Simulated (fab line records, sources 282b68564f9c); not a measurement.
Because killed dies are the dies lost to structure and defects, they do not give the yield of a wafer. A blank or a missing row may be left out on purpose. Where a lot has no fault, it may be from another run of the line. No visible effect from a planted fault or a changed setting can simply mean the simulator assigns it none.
fab line records + flow ritCmos
[record]
- lots = 13
- wafers = 39
- lastDay = 8
route steps=202 shown SILICIDE@162 M1@202
lots that met no fault: taken from a fault-free run of the same line
startH: the number of hours between the record's first day and the start of the first shown wafer of the lot + waitH: time in hours since the lot's previous step + " unchanged from the row above + L1.1+2: several wafers, shown together as one row + - no value, or no start was given + * or withheld: withheld + < > ~ a bound
route shown NAME@n: a module of which the file shows steps, and the number in the route of the first + usual: mean/standard deviation of fault-free wafers + same: alike in all rows + chamber/n: place in a boat + sites: readings site by site + _std_site: the standard deviation of these + _edge_site: outer sites' mean less inner sites' + radiusMm: how far each site lies from the wafer's centre + mask NAME#n: copy n + behind: the most recent tool/chamber to have shaped the wafer + hold: why the lot was held/for how many hours/how that ended + device: the transistor (n, p or np) that didn't switch + end of line: tests run on the same wafers once the route is complete + a step with no rows: only its recipe + killed: at the first sort, the dies lost to defects and structure; wafer yield is something else + map: a wafer's dies, marking killed ones x, the rest . and places with no die _
set.NAME: the run value of the setting; set.NAME@STEP: its run value at that earlier step + model.NAME: the simulator's own value behind a step, which no gauge read
route steps across a sampled set of lots; one table per step, one row per wafer
services: when a tool's chamber went out of use (startH, in hours from the record's first day, below 0 if earlier), for how many hours, and the reason
[[steps]]
[step RIT_SILICIDE_SPUTTER_01]
[recipe]
- material = Ti
- targetThkNm = 30
- powerW = 350
- chamberPressurePa = 0.667
- gas = Ar
- timeS = 240
- substrateTempC = 25
[usual]
- cathodeDcPowerW = 349.99/0.065
- throttleValvePct = 30.5/1.3
| lot.wafer | tool          | chamber | startH | waitH | cathodeDcPowerW | throttleValvePct |
|-----------|---------------|---------|--------|-------|-----------------|------------------|
| L705.2    | pvdSputter-03 | -       | 57.05  | 0.0   | 350.11          | 30.6             |
| L705.3    | "             | -       | "      | "     | 349.97          | 28.0             |
| L705.6    | "             | -       | "      | "     | 349.94          | 28.1             |
| L708.1    | pvdSputter-02 | -       | 73.08  | 0.0   | 349.97          | 30.6             |
| L708.4    | "             | -       | "      | "     | 349.95          | 31.7             |
| L708.5    | "             | -       | "      | "     | 349.94          | 30.6             |
| L709.1    | pvdSputter-04 | -       | 75.89  | 0.0   | 349.97          | 29.9             |
| L709.3    | "             | -       | "      | "     | 349.89          | 30.4             |
| L709.6    | "             | -       | "      | "     | 349.95          | 30.4             |
| L710.1    | pvdSputter-02 | -       | 80.91  | 0.0   | 350.07          | 31.9             |
| L710.3    | "             | -       | "      | "     | 350.00          | 30.6             |
| L710.4    | "             | -       | "      | "     | 349.83          | 29.7             |
| L711.1    | pvdSputter-03 | -       | 84.56  | 0.0   | 350.00          | 31.9             |
| L711.4    | "             | -       | "      | "     | 349.93          | 28.3             |
| L711.6    | "             | -       | "      | "     | 350.00          | 28.1             |
| L714.1    | pvdSputter-02 | -       | 101.44 | 0.0   | 349.95          | 32.2             |
| L714.2    | "             | -       | "      | "     | 350.11          | 31.6             |
| L714.3    | "             | -       | "      | "     | 350.12          | 29.8             |
| L715.1    | pvdSputter-03 | -       | 105.21 | 0.0   | 349.92          | 28.4             |
| L715.3    | "             | -       | "      | "     | 349.96          | 28.2             |
| L715.5    | "             | -       | "      | "     | 349.95          | 28.6             |
| L717.3    | pvdSputter-03 | -       | 119.09 | 0.0   | 350.00          | 28.6             |
| L717.4    | "             | -       | "      | "     | 350.00          | 31.6             |
| L717.5    | "             | -       | "      | "     | 350.06          | 31.9             |
| L718.1    | pvdSputter-02 | -       | 127.57 | 0.0   | 350.05          | 30.8             |
| L718.5    | "             | -       | "      | "     | 350.01          | 31.7             |
| L718.6    | "             | -       | "      | "     | 350.05          | 29.7             |
| L721.3    | pvdSputter-03 | -       | 138.46 | 0.0   | 350.00          | 28.2             |
| L721.4    | "             | -       | "      | "     | 377.54          | 30.5             |
| L721.6    | "             | -       | "      | "     | 350.02          | 31.7             |
| L724.2    | pvdSputter-04 | -       | 156.10 | 0.0   | 349.96          | 29.8             |
| L724.3    | "             | -       | "      | "     | 350.06          | 32.1             |
| L724.5    | "             | -       | "      | "     | 350.03          | 32.1             |
| L726.1    | pvdSputter-02 | -       | 168.01 | 0.0   | 350.15          | 31.9             |
| L726.4    | "             | -       | "      | "     | 350.01          | 30.7             |
| L726.6    | "             | -       | "      | "     | 349.88          | 32.0             |
| L727.1    | pvdSputter-02 | -       | 179.56 | 0.0   | 350.04          | 31.9             |
| L727.2    | "             | -       | "      | "     | 350.10          | 30.0             |
| L727.6    | "             | -       | "      | "     | 350.03          | 29.8             |
[step RIT_SILICIDE_RS_MEAS_02]
[recipe]
- thkMeasGauge = four-point-probe
- reads = Ti_of_SILICIDE_SPUTTER_01
[usual]
- SILICIDE_TI_RS = 47.7/0.56
| lot.wafer | tool         | chamber | startH | waitH | SILICIDE_TI_RS[ohm/sq] |
|-----------|--------------|---------|--------|-------|------------------------|
| L705.2    | filmMetro-02 | -       | 57.22  | 0.1   | 48.8                   |
| L705.3    | "            | -       | "      | "     | 48.6                   |
| L705.6    | "            | -       | "      | "     | 48.9                   |
| L708.1    | filmMetro-02 | -       | 73.23  | 0.1   | 47.8                   |
| L708.4    | "            | -       | "      | "     | 48.2                   |
| L708.5    | "            | -       | "      | "     | 47.4                   |
| L709.1    | filmMetro-02 | -       | 76.04  | 0.1   | 48.8                   |
| L709.3    | "            | -       | "      | "     | 48.0                   |
| L709.6    | "            | -       | "      | "     | 48.5                   |
| L710.1    | filmMetro-03 | -       | 81.06  | 0.1   | 48.2                   |
| L710.3    | "            | -       | "      | "     | 47.7                   |
| L710.4    | "            | -       | "      | "     | 47.2                   |
| L711.1    | filmMetro-01 | -       | 84.71  | 0.1   | 48.1                   |
| L711.4    | "            | -       | "      | "     | 48.1                   |
| L711.6    | "            | -       | "      | "     | 47.8                   |
| L714.1    | filmMetro-02 | -       | 101.59 | 0.1   | 48.0                   |
| L714.2    | "            | -       | "      | "     | 48.5                   |
| L714.3    | "            | -       | "      | "     | 47.5                   |
| L715.1    | filmMetro-03 | -       | 105.36 | 0.1   | 47.8                   |
| L715.3    | "            | -       | "      | "     | 47.3                   |
| L715.5    | "            | -       | "      | "     | 47.7                   |
| L717.3    | filmMetro-02 | -       | 119.28 | 0.1   | 47.8                   |
| L717.4    | "            | -       | "      | "     | 47.3                   |
| L717.5    | "            | -       | "      | "     | 48.1                   |
| L718.1    | filmMetro-01 | -       | 127.72 | 0.1   | 46.8                   |
| L718.5    | "            | -       | "      | "     | 47.2                   |
| L718.6    | "            | -       | "      | "     | 47.1                   |
| L721.3    | filmMetro-03 | -       | 138.65 | 0.1   | 48.0                   |
| L721.4    | "            | -       | "      | "     | 43.7                   |
| L721.6    | "            | -       | "      | "     | 47.7                   |
| L724.2    | filmMetro-03 | -       | 156.27 | 0.1   | 47.6                   |
| L724.3    | "            | -       | "      | "     | 47.5                   |
| L724.5    | "            | -       | "      | "     | 47.8                   |
| L726.1    | filmMetro-01 | -       | 168.16 | 0.1   | 47.9                   |
| L726.4    | "            | -       | "      | "     | 47.2                   |
| L726.6    | "            | -       | "      | "     | 47.3                   |
| L727.1    | filmMetro-03 | -       | 179.71 | 0.1   | 46.7                   |
| L727.2    | "            | -       | "      | "     | 47.5                   |
| L727.6    | "            | -       | "      | "     | 47.1                   |
[step RIT_SILICIDE_THK_MEAS_03]
[recipe]
- thkMeasGauge = xrf
- reads = Ti_of_SILICIDE_SPUTTER_01
[usual]
- SILICIDE_TI_THK = 29.5/0.31
| lot.wafer | tool         | chamber | startH | waitH | SILICIDE_TI_THK[nm] |
|-----------|--------------|---------|--------|-------|---------------------|
| L705.2    | filmMetro-02 | -       | 57.33  | 0.1   | 29.0                |
| L705.3    | "            | -       | "      | "     | 29.2                |
| L705.6    | "            | -       | "      | "     | 29.1                |
| L708.1    | filmMetro-02 | -       | 73.35  | 0.1   | 29.4                |
| L708.4    | "            | -       | "      | "     | 29.1                |
| L708.5    | "            | -       | "      | "     | 29.4                |
| L709.1    | filmMetro-02 | -       | 76.16  | 0.1   | 28.8                |
| L709.3    | "            | -       | "      | "     | 29.3                |
| L709.6    | "            | -       | "      | "     | 29.1                |
| L710.1    | filmMetro-03 | -       | 81.18  | 0.1   | 29.0                |
| L710.3    | "            | -       | "      | "     | 29.5                |
| L710.4    | "            | -       | "      | "     | 29.7                |
| L711.1    | filmMetro-01 | -       | 84.83  | 0.1   | 29.4                |
| L711.4    | "            | -       | "      | "     | 29.2                |
| L711.6    | "            | -       | "      | "     | 29.5                |
| L714.1    | filmMetro-02 | -       | 101.71 | 0.1   | 29.5                |
| L714.2    | "            | -       | "      | "     | 29.2                |
| L714.3    | "            | -       | "      | "     | 29.7                |
| L715.1    | filmMetro-03 | -       | 105.48 | 0.1   | 29.4                |
| L715.3    | "            | -       | "      | "     | 29.6                |
| L715.5    | "            | -       | "      | "     | 29.3                |
| L717.3    | filmMetro-02 | -       | 119.38 | 0.1   | 29.5                |
| L717.4    | "            | -       | "      | "     | 29.9                |
| L717.5    | "            | -       | "      | "     | 29.5                |
| L718.1    | filmMetro-01 | -       | 127.84 | 0.1   | 30.0                |
| L718.5    | "            | -       | "      | "     | 29.8                |
| L718.6    | "            | -       | "      | "     | 29.9                |
| L721.3    | filmMetro-03 | -       | 138.75 | 0.1   | 29.1                |
| L721.4    | "            | -       | "      | "     | 31.3                |
| L721.6    | "            | -       | "      | "     | 29.2                |
| L724.2    | filmMetro-03 | -       | 156.38 | 0.1   | 29.4                |
| L724.3    | "            | -       | "      | "     | 29.5                |
| L724.5    | "            | -       | "      | "     | 29.4                |
| L726.1    | filmMetro-01 | -       | 168.28 | 0.1   | 29.6                |
| L726.4    | "            | -       | "      | "     | 29.6                |
| L726.6    | "            | -       | "      | "     | 29.8                |
| L727.1    | filmMetro-03 | -       | 179.83 | 0.1   | 29.8                |
| L727.2    | "            | -       | "      | "     | 29.5                |
| L727.6    | "            | -       | "      | "     | 29.5                |
[step RIT_M1_PROBE_99]
[usual]
- killedAtContacts = 0.0/0.25
- killedAtFrontEnd = 6.6/2.7
- killedDies = 6.7/2.7
- killedOpen = 3.3/1.9
- killedShort = 3.4/1.9
[same]
- grossDies = 264
- killed_at_M0_to_M3 = 0
- killed_at_M4_up = 0
- killedAtBackSide = 0
- killedAtOther = 0
| lot.wafer | tool      | chamber | startH | waitH | killedAtContacts | killedAtFrontEnd | killedDies | killedOpen | killedShort |
|-----------|-----------|---------|--------|-------|------------------|------------------|------------|------------|-------------|
| L717.3    | prober-02 | -       | 126.34 | 0.2   | 0                | 6                | 6          | 2          | 4           |
| L717.4    | prober-02 | -       | 126.39 | 0.2   | 0                | 5                | 5          | 5          | 0           |
| L717.5    | prober-02 | -       | 126.44 | 0.2   | 0                | 2                | 2          | 0          | 2           |
// killed by level:class
L717.3 GATE:geometricParticle:short=1 GATE:geometricParticle:open=1 REOX:geometricParticle:open=1 REOX:geometricParticle:short=1 SPACER:geometricParticle:short=1 SILICIDE:geometricParticle:short=1
L717.4 FOX1:geometricParticle:open=1 FOX2:geometricParticle:open=1 GATE:geometricParticle:open=1 REOX:geometricParticle:open=1 SILICIDE:geometricParticle:open=1
L717.5 GATE:geometricParticle:short=1 REOX:geometricParticle:short=1
[[services]]
| tool          | chamber | startH | hours | kind   |
|---------------|---------|--------|-------|--------|
| pvdSputter-02 | -       | 56.50  | 3.8   | repair |
| pvdSputter-03 | -       | 147.15 | 1.3   | repair |
| pvdSputter-02 | -       | 154.27 | 9.9   | repair |
| pvdSputter-02 | -       | 163.88 | 2.5   | repair |
[[key]]
[firstSign]
- step = RIT_SILICIDE_SPUTTER_01
- reading = cathodeDcPowerW
- direction = up
- sigmas = 99+
- usual = 349.99
- struck = 377.54
[effect]
- step = RIT_SILICIDE_RS_MEAS_02
- reading = SILICIDE_TI_RS
- direction = down
- sigmas = 7.1
- usual = 47.7
- struck = 43.7
[effect]
- step = RIT_SILICIDE_THK_MEAS_03
- reading = SILICIDE_TI_THK
- direction = up
- sigmas = 5.9
- usual = 29.5
- struck = 31.3
metAt RIT_SILICIDE_SPUTTER_01
struckLots L721
struckWafers L721.4
testerLeftOut L721
onsetBetween 57.05 138.46
[fault]
- kind = processParameterDrift
- tool = pvdSputter-03
- chamber = -
- onsetH = 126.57
- steps = RIT_SILICIDE_SPUTTER_01
- channel = powerW
- offset = 27.551
- shape = step
- endH = 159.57
- actsIn = theseRecipesOnly
- stated = 350
- scope = struckWafersOnly
// testerLeftOut: of these lots the tester's yield and bins aren't shown, on N5 and GAA mostly nor the transistor test; their killed dies are dies lost to structure and defects alone, not to doping, threshold or leakage, so they don't give the yield
